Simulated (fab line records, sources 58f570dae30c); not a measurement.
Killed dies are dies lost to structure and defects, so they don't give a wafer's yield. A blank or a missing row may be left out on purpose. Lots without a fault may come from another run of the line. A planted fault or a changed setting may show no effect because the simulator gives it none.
Which tool did it? | flow berkeley_cmos170 | 14 lots, 42 wafers sampled, at 6 steps of a route of 331

WHAT THE GAUGES READ, wafer by wafer
UCB170_PSD_TW_MEAS_10.
lot  | measured     | on            | PSD_TW
L591 | day 7 18:04  | film_metro-03 | 2320 2327 2321
L590 | day 7 18:36  | film_metro-01 | 2343 2351 2353
L589 | day 7 18:47  | film_metro-01 | 2343 2337 2333
L593 | day 8 10:11  | film_metro-01 | 2343 2343 2341
L594 | day 8 10:02  | film_metro-04 | 2352 2340 2335
L595 | day 8 18:01  | film_metro-04 | 2339 2340 2349
L597 | day 9 08:07  | film_metro-04 | 2332 2334 2323
L599 | day 9 08:14  | film_metro-04 | 2323 2324 2350
L596 | day 9 08:29  | film_metro-01 | 2334 2340 2340
L601 | day 10 09:16 | film_metro-03 | 2331 2321 2327
L602 | day 10 09:24 | film_metro-01 | 2339 2340 2348
L603 | day 10 18:40 | film_metro-04 | 2293 2313 2292
L606 | day 11 16:14 | film_metro-04 | 2313 2304 2309
L610 | day 12 10:53 | film_metro-01 | 2328 2336 2332

UCB170_M1_RS_MEAS_01: measures by four-point-probe.
lot  | measured     | on            | M1_AL_RS (ohm/sq)
L591 | day 8 04:28  | film_metro-01 | 0.0476 0.0485 0.0474
L590 | day 8 04:46  | film_metro-03 | 0.0482 0.0478 0.0474
L589 | day 8 05:45  | film_metro-04 | 0.0492 0.0491 0.0493
L593 | day 8 22:47  | film_metro-04 | 0.0479 0.0480 0.0480
L594 | day 8 22:47  | film_metro-03 | 0.0483 0.0478 0.0479
L595 | day 9 04:03  | film_metro-03 | 0.0485 0.0484 0.0487
L597 | day 9 20:23  | film_metro-03 | 0.0498 0.0496 0.0501
L599 | day 9 19:54  | film_metro-04 | 0.0480 0.0484 0.0481
L596 | day 9 18:26  | film_metro-03 | 0.0482 0.0487 0.0483
L601 | day 10 18:46 | film_metro-04 | 0.0486 0.0487 0.0484
L602 | day 10 18:01 | film_metro-04 | 0.0480 0.0488 0.0484
L603 | day 11 05:39 | film_metro-04 | 0.0493 0.0492 0.0489
L606 | day 12 03:10 | film_metro-04 | 0.0654 0.0660 0.0649
L610 | day 12 21:28 | film_metro-03 | 0.0648 0.0643 0.0639

UCB170_M1_THK_MEAS_02: measures by xrf.
lot  | measured     | on            | M1_AL_THK (nm)
L591 | day 8 04:35  | film_metro-01 | 601 589 599
L590 | day 8 04:52  | film_metro-03 | 588 590 594
L589 | day 8 05:52  | film_metro-04 | 581 579 579
L593 | day 8 22:53  | film_metro-04 | 594 596 601
L594 | day 8 22:53  | film_metro-03 | 584 591 590
L595 | day 9 04:10  | film_metro-03 | 583 583 576
L597 | day 9 20:30  | film_metro-03 | 569 571 562
L599 | day 9 20:01  | film_metro-04 | 599 587 598
L596 | day 9 18:33  | film_metro-03 | 583 578 582
L601 | day 10 18:52 | film_metro-04 | 585 583 587
L602 | day 10 18:06 | film_metro-04 | 593 583 587
L603 | day 11 05:46 | film_metro-04 | 578 581 586
L606 | day 12 03:16 | film_metro-04 | 436 436 443
L610 | day 12 21:35 | film_metro-03 | 440 444 445

UCB170_M1_OVL_MEAS_10.
lot  | measured     | on         | M1_OVL (nm)
L591 | day 8 06:10  | overlay-02 | -4 -4 5
L590 | day 8 06:26  | overlay-01 | 1 2 2
L589 | day 8 07:07  | overlay-01 | 2 -1 -2
L593 | day 9 00:10  | overlay-01 | 5 4 -1
L594 | day 8 23:53  | overlay-01 | 2 -1 7
L595 | day 9 05:19  | overlay-02 | -9 -6 -3
L597 | day 9 21:39  | overlay-02 | -5 -8 -4
L599 | day 9 21:23  | overlay-02 | -3 -7 1
L596 | day 9 19:48  | overlay-02 | 0 0 1
L601 | day 10 20:04 | overlay-02 | 4 10 -2
L602 | day 10 19:14 | overlay-02 | 10 3 6
L603 | day 11 07:46 | overlay-02 | -8 -12 0
L606 | day 12 05:01 | overlay-01 | 0 0 5
L610 | day 12 23:04 | overlay-02 | 4 7 8

WHICH TOOL RAN EACH LOT (tool, then ch and the chambers of the sampled wafers, then the start)
lot  | UCB170_SPACER_ETCHBACK_03          | UCB170_M1_SPUTTER_00
L591 | rie_diel-02 ch 1,2,3, day 7 16:23  | pvd_sputter-04, day 8 04:24
L590 | rie_diel-03 ch 0,3, day 7 16:24    | pvd_sputter-02, day 8 04:41
L589 | rie_diel-04 ch 0,1,2, day 7 16:26  | pvd_sputter-03, day 8 05:41
L593 | rie_diel-02 ch 0,1,3, day 8 08:22  | pvd_sputter-04, day 8 22:41
L594 | rie_diel-04 ch 2,3, day 8 08:22    | pvd_sputter-02, day 8 22:41
L595 | rie_diel-04 ch 0,2, day 8 16:42    | pvd_sputter-03, day 9 03:59
L597 | rie_diel-03 ch 1,2, day 9 06:25    | pvd_sputter-03, day 9 20:19
L599 | rie_diel-04 ch 0,1, day 9 06:25    | pvd_sputter-02, day 9 19:50
L596 | rie_diel-04 ch 0,2,3, day 9 06:29  | pvd_sputter-04, day 9 18:22
L601 | rie_diel-04 ch 1,3, day 10 07:03   | pvd_sputter-03, day 10 18:39
L602 | rie_diel-03 ch 0,2,3, day 10 07:03 | pvd_sputter-02, day 10 17:53
L603 | rie_diel-03 ch 0,1, day 10 17:20   | pvd_sputter-03, day 11 05:35
L606 | rie_diel-02 ch 0,2,3, day 11 14:16 | pvd_sputter-02, day 12 03:05
L610 | rie_diel-04 ch 0,3, day 12 08:23   | pvd_sputter-02, day 12 21:23
- UCB170_SPACER_ETCHBACK_03: etches SiO2 in CHF3/CF4/Ar, stops on Si, target depth 376 nm, time 100 s.
- UCB170_M1_SPUTTER_00: material Al, target thk 600 nm, time 80 s.

WHAT THE TOOLS THEMSELVES READ (means of the sampled wafers that have a number; where no wafer has one, the mark that the record gives instead)
UCB170_SPACER_ETCHBACK_03.
lot  | tool        | drypump_motor_current_A (A) | oes_product_au (a.u.) | throttle_valve_pct (%)
L591 | rie_diel-02 | 5.6                         | 0.896                 | 6.49
L590 | rie_diel-03 | 5.4                         | 0.893                 | 6.61
L589 | rie_diel-04 | 6.1                         | 0.897                 | 6.45
L593 | rie_diel-02 | 5.5                         | 0.905                 | 6.48
L594 | rie_diel-04 | 5.8                         | 0.887                 | 6.53
L595 | rie_diel-04 | 5.9                         | 0.907                 | 6.48
L597 | rie_diel-03 | 5.8                         | 0.907                 | 6.24
L599 | rie_diel-04 | 6.3                         | 0.905                 | 6.42
L596 | rie_diel-04 | 5.8                         | 0.909                 | 6.50
L601 | rie_diel-04 | 6.0                         | 0.894                 | 6.53
L602 | rie_diel-03 | 5.7                         | 0.915                 | 6.47
L603 | rie_diel-03 | 5.7                         | 0.911                 | 6.40
L606 | rie_diel-02 | 5.6                         | 0.896                 | 6.50
L610 | rie_diel-04 | 5.8                         | 0.900                 | 6.51

UCB170_M1_SPUTTER_00.
lot  | tool           | throttle_valve_pct (%)
L591 | pvd_sputter-04 | 29.6
L590 | pvd_sputter-02 | 30.4
L589 | pvd_sputter-03 | 29.3
L593 | pvd_sputter-04 | 30.1
L594 | pvd_sputter-02 | 29.9
L595 | pvd_sputter-03 | 29.5
L597 | pvd_sputter-03 | 29.8
L599 | pvd_sputter-02 | 31.0
L596 | pvd_sputter-04 | 29.4
L601 | pvd_sputter-03 | 29.9
L602 | pvd_sputter-02 | 30.6
L603 | pvd_sputter-03 | 29.5
L606 | pvd_sputter-02 | 31.5
L610 | pvd_sputter-02 | 30.8

THE ANSWER, worked out from the rows above alone
Rule: what is usual is taken from the lots themselves. Put in order of their means at a reading, lots are off if they are a third of the lots or fewer, leave a main group of 4 or more, and stand apart from it by a gap of 3 or more times the standard deviation of the main group's means; of several such gaps the widest counts. A main group whose means are all the same, to the digits that the tables above print for the reading, isn't used. A lot without any number at a reading at which 4 lots or more have one is off too. The other lots that the step has rows for count as sound. The gauges are gone through in route order, then the tools' own readings, and for those a lot's mean is taken as printed above. The first step at which some lot is off is used, and at that step the reading that is off furthest; a lot without a number counts as furthest.
Off: L606, L610, at UCB170_M1_RS_MEAS_01 (M1_AL_RS). The main group: mean 0.0485 ohm/sq, standard deviation 0.0006.
A tool fits if, at a process step before that reading, it ran every lot that is off, and no sound lot after the first of them. The gauges at UCB170_M1_RS_MEAS_01 are tried like those tools. One fits: pvd_sputter-02 at UCB170_M1_SPUTTER_00. Its last sound lot is L602 (day 10 17:53), its first lot that is off L606 (day 12 03:05): a fault that began between those two fits.

WHAT THE SIMULATOR HAD PUT IN
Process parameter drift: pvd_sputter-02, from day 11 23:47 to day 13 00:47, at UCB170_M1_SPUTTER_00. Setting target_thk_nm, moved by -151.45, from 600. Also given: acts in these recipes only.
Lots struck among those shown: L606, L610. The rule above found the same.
